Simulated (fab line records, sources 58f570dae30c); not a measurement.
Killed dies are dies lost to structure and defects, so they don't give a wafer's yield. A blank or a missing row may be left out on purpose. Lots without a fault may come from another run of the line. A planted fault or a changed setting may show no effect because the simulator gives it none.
Problem report in the 8D (eight disciplines) form, filled by code | flow berkeley_cmos170 | the parts of the form that need people (team, actions taken, sign-off) are left out

1. THE PROBLEM
ACTIVE_OVL at UCB170_ACTIVE_OVL_MEAS_14 reads a mean of -132 nm on 9 wafers of 3 lots; wafers without a fault read -1 nm with a standard deviation of 5. That is -26 standard deviations from the usual mean.
First seen on wafer L420.1, day 7 09:26, on overlay-01. The record holds 45 wafers of 15 lots with a number at this step. Rule for "out", or "out of limits": more than 4 standard deviations from the usual mean. The other wafers with a number count as sound.

2. WHAT IT IS AND WHAT IT IS NOT
question                    | is                     | is not
which readings at this step | ACTIVE_OVL             | -
which lots                  | L420, L422, L423       | L405, L406, L407, L408, L409, L410, L411, L412, L414, L415, L416, L417
which wafers of those lots  | all that have a number | -
read on which gauges        | overlay-01, overlay-02 | -
when                        | from day 7 09:26       | up to then (36 sound wafers)

3. SUSPECTS, AND WHAT RULES EACH OUT
Counting: a tool at a process step up to the reading stays a suspect if it ran every lot that is out and no sound lot after the first of them.
- the gauge at UCB170_ACTIVE_OVL_MEAS_14: ruled out. The wafers that are out were read on 2 gauges (overlay-01, overlay-02).
- krf_scanner-02 at UCB170_ACTIVE_EXPOSE_10 (exposes mask ACTIVE, target cd 1200 nm): kept. It ran every lot that is out, first L420 (day 7 08:55), and no sound lot after that; its last sound lot up to then is L417 (day 6 18:32).
Left after counting: krf_scanner-02 at UCB170_ACTIVE_EXPOSE_10.

4. THE CAUSE (what the simulator had put in)
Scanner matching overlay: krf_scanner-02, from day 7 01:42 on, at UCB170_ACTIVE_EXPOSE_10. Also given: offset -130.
Counting left only this tool.

5. THE CHAIN OF EFFECTS, in route order
Each row: a reading whose mean over the struck wafers that have a number lies more than 3 standard deviations from the usual. Only readings for which the record gives a usual standard deviation are gone through. hours: the time from each lot's start at the first step in this table that gives one to its start at this step, as a median over the lots. sigmas: the change in usual standard deviations.
hours | step                      | reading    | usual | on struck wafers | change | sigmas
0     | UCB170_ACTIVE_OVL_MEAS_14 | ACTIVE_OVL | -1 nm | -132             | -131   | -26
Later measuring or inspecting steps at which every struck wafer that the step has a row for has a number for every such reading, and none has moved that far: UCB170_PFIELD_OVL_MEAS_06, UCB170_PFIELD_TW_MEAS_09.

6. WHAT WOULD HAVE CAUGHT IT SOONER
In this record the first reading out of limits at a measuring or inspecting step was taken at day 7 09:26, 8 hours after the fault began at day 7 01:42.
Of the tool readings at UCB170_ACTIVE_EXPOSE_10 for which the record gives a usual standard deviation, none was out on any struck wafer, so an alarm limit of 4 standard deviations on them would not have fired.
Of the lots that are out (3), L422, L423 began UCB170_ACTIVE_EXPOSE_10 on krf_scanner-02 after day 7 09:26. A hold on the tool at that time would have spared those 2.
